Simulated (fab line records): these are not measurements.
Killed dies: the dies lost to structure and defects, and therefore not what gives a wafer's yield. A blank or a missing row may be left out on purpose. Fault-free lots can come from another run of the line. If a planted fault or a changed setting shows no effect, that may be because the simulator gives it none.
Which tool did it? | flow rit cmos | 14 lots with 42 wafers sampled at 2 steps, on a route of 202 steps

WHAT THE GAUGES SHOWED, per wafer
RIT_CONTACT_CD_MEAS_08: the cd target is 1000 nm.
lot  | measured    | on        | cd nm (nm)
L329 | day 3 07:26 | cd sem-02 | 1001.7 1000.4 1000.7
L330 | day 3 13:02 | cd sem-02 | 1001.0 999.4 1004.9
L331 | day 3 14:57 | cd sem-02 | 1004.0 1003.4 1005.8
L332 | day 3 19:22 | cd sem-02 | 999.7 999.0 1001.3
L335 | day 4 11:19 | cd sem-02 | 986.2 984.8 988.0 986.3 985.1 988.5
L336 | day 4 20:47 | cd sem-01 | 996.7 999.0 999.8
L338 | day 5 07:58 | cd sem-02 | 987.3 988.5 986.3 986.8 988.5 986.3
L343 | day 6 07:56 | cd sem-01 | 1000.2 997.1 1000.7
L347 | day 7 00:03 | cd sem-02 | 1001.3 1002.1 1004.3
L348 | day 7 05:23 | cd sem-02 | 1000.2 1000.1 1000.7
L349 | day 7 11:46 | cd sem-01 | 1001.5 1001.4 1000.5
L350 | day 7 16:23 | cd sem-02 | 1001.2 999.9 1002.0
L351 | day 7 19:47 | cd sem-01 | 1003.7 1005.4 1003.2
L352 | day 8 03:16 | cd sem-02 | 1001.6 999.0 998.5

EACH LOT AND THE TOOL THAT RAN IT (in order: tool; ch and the chambers of the sampled wafers; start)
lot  | RIT_CONTACT_DEVELOP_07
L329 | litho track-02 ch 0, day 3 07:00
L330 | litho track-02 ch 0, day 3 12:00
L331 | litho track-01 ch 0, day 3 14:00
L332 | litho track-02 ch 0, day 3 19:00
L335 | litho track-01 ch 0, day 4 11:00
L336 | litho track-03 ch 0, day 4 20:00
L338 | litho track-01 ch 0, day 5 07:00
L343 | litho track-03 ch 0, day 6 07:00
L347 | litho track-03 ch 0, day 6 23:00
L348 | litho track-02 ch 0, day 7 05:00
L349 | litho track-02 ch 0, day 7 11:00
L350 | litho track-02 ch 0, day 7 16:00
L351 | litho track-02 ch 0, day 7 19:00
L352 | litho track-01 ch 0, day 8 03:00
- RIT_CONTACT_DEVELOP_07: develop time 120 s.

WHAT THE TOOLS THEMSELVES READ (means of the sampled wafers that have a number; where no wafer has one, the mark that the record gives instead)
RIT_CONTACT_DEVELOP_07.
lot  | tool           | developer temp C (C)
L329 | litho track-02 | 23.14
L330 | litho track-02 | 23.10
L331 | litho track-01 | 23.04
L332 | litho track-02 | 23.00
L335 | litho track-01 | 25.28
L336 | litho track-03 | 22.93
L338 | litho track-01 | 25.31
L343 | litho track-03 | 22.96
L347 | litho track-03 | 22.94
L348 | litho track-02 | 22.91
L349 | litho track-02 | 23.06
L350 | litho track-02 | 22.92
L351 | litho track-02 | 23.06
L352 | litho track-01 | 23.09

THE ANSWER, worked out from the rows above alone
Rule: the lots themselves supply what counts as usual. Put in order of their means at a reading, lots are off if they are a third of the lots or fewer, leave a main group of 4 or more, and stand apart from it by a gap of 3 or more times the standard deviation of the main group's means; of several such gaps the widest counts. A main group is skipped when, at the precision printed for the reading in the tables above, its means are all equal. A lot without any number at a reading at which 4 lots or more have one is off too. All remaining lots with rows at the step are treated as sound. The gauges are gone through in route order, then the tools' own readings, and for those a lot's mean is taken as printed above. At the first step where some lot is off, the reading lying furthest off is the one used; lots without a number count as furthest.
Off, at RIT_CONTACT_CD_MEAS_08 on cd nm: L335, L338. Mean 1001.1 nm and standard deviation 1.7 in the main group.
If a tool, at a process step before that reading, ran all the lots that are off and no sound lot after the first of them, it fits. The gauges at RIT_CONTACT_CD_MEAS_08 aren't tried: what is off there is off at RIT_CONTACT_DEVELOP_07 too, on other tools, and a gauge's error can't cause that. None of those tried fits.

WHAT WAS PUT IN BY THE SIMULATOR
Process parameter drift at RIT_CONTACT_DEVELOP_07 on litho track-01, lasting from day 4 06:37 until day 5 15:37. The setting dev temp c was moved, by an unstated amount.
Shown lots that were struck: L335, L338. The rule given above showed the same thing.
